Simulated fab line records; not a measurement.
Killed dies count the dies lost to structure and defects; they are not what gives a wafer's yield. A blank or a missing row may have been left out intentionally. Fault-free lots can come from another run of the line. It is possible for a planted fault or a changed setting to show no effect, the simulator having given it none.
Struck lot and sound lot, side by side    flow rit_cmos    15 steps out of a route of 202
Sound: these wafers, L177.1, L177.5, L177.6. Wafers L191.1, L191.2, L191.6 were the ones struck. At the end, the cause is stated.
Order at every step that has rows: each side's tool, ch and its chambers, its first start. Under that, the readings that differ: sound wafers    struck wafers    difference of the means    sigmas: that difference in standard deviations of wafers without a fault.
alike: readings with means less than 2 such deviations apart, plus words and numbers identical on both sides. not compared: withheld readings, readings lacking a value on some wafer, bounds such as >300 that could conceal the same value, and numbers that have no deviation in the record and whose values overlap.
A row with sigmas, a row that says differs or no value, or rows on one side alone: a step with any of these is where the two part. Numbers that don't overlap but have no deviation are shown without sigmas and don't part them. A reading missing from all wafers of one side parts the sides only when that side holds two or more wafers.

first, 1 step without rows for these wafers: RIT_SDANNEAL_CLEAN_02 (cleans in SC2, time 600 s).
RIT_SDANNEAL_RTA_03: time 5 s.
  sound on rtp_anneal-02 ch 0, day 3 10:49; struck on rtp_anneal-02 ch 0, day 6 08:46
  alike: wafer_temp_C_max
RIT_SDANNEAL_RS_MEAS_04: a four-point-probe measurement.
  sound: film_metro-01 at day 3 10:52; struck: film_metro-01 at day 6 08:50
  alike: PSD_RS
RIT_SDANNEAL_RS_MEAS_05: a four-point-probe measurement.
  sound: film_metro-01 at day 3 10:59; struck: film_metro-01 at day 6 08:57
  alike: NSD_RS
RIT_SDANNEAL_RS_MEAS_06: a four-point-probe measurement.
  sound: film_metro-01 at day 3 11:07; struck: film_metro-01 at day 6 09:04
  alike: PLDD_RS
RIT_SDANNEAL_RS_MEAS_07: a four-point-probe measurement.
  sound: film_metro-01 at day 3 11:14; struck: film_metro-01 at day 6 09:11
  alike: NLDD_RS
then, 1 step without rows for these wafers: RIT_SILICIDE_WET_ETCH_00 (etches SiO2 in BOE, target depth 14 nm, time 15 s).
RIT_SILICIDE_SPUTTER_01: material Ti, target thk 30 nm, time 236.4 s.
  sound: pvd_sputter-01 at day 3 11:22; struck: pvd_sputter-01 at day 6 09:19
  alike: chamber_pressure_pa, throttle_valve_pct
RIT_SILICIDE_RS_MEAS_02: a four-point-probe measurement.
  sound: film_metro-04 at day 3 11:31; struck: film_metro-04 at day 6 09:28
  alike: SILICIDE_TI_RS
RIT_SILICIDE_THK_MEAS_03: measures by xrf.
  sound: film_metro-04 at day 3 11:38; struck: film_metro-04 at day 6 09:35
  alike: SILICIDE_TI_THK
RIT_SILICIDE_RTA_04: time 10 s, ramp up 5 s, ramp down 5 s.
  sound on rtp_anneal-01 ch 0, day 3 11:41; struck on rtp_anneal-01 ch 0, day 6 09:39
  alike: wafer_temp_C_max
then, 1 step without rows for these wafers: RIT_SILICIDE_WET_ETCH_05 (etches Ti in SPM, time 120 s).
RIT_SILICIDE_RTA_06: time 10 s, ramp up 5 s, ramp down 10 s.
  sound on rtp_anneal-02 ch 0, day 3 11:48; struck on rtp_anneal-02 ch 0, day 6 09:46
reading           sound              struck             difference  sigmas
wafer_temp_C_max  755.8 753.6 754.7  644.3 643.7 643.8  -110.8      -85
RIT_CONTACT_CVD_00: deposits SiO2 from TEOS, target thk 400 nm, time 61 s.
  sound on pecvd-03 ch 1,2, day 3 11:52; struck on pecvd-04 ch 0,2, day 6 09:49
  alike: heater_power_w
RIT_M1_PROBE_99:
  only the struck wafers here have rows in the record (prober-02, day 6 16:07); the sound ones have none

## WHERE THEY PART
Earliest at RIT_SILICIDE_RTA_06; latest, in this record, at RIT_M1_PROBE_99.

WHY: whatever the simulator had introduced
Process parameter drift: rtp_anneal-02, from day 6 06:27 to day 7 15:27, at RIT_SILICIDE_RTA_06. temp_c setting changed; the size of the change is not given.
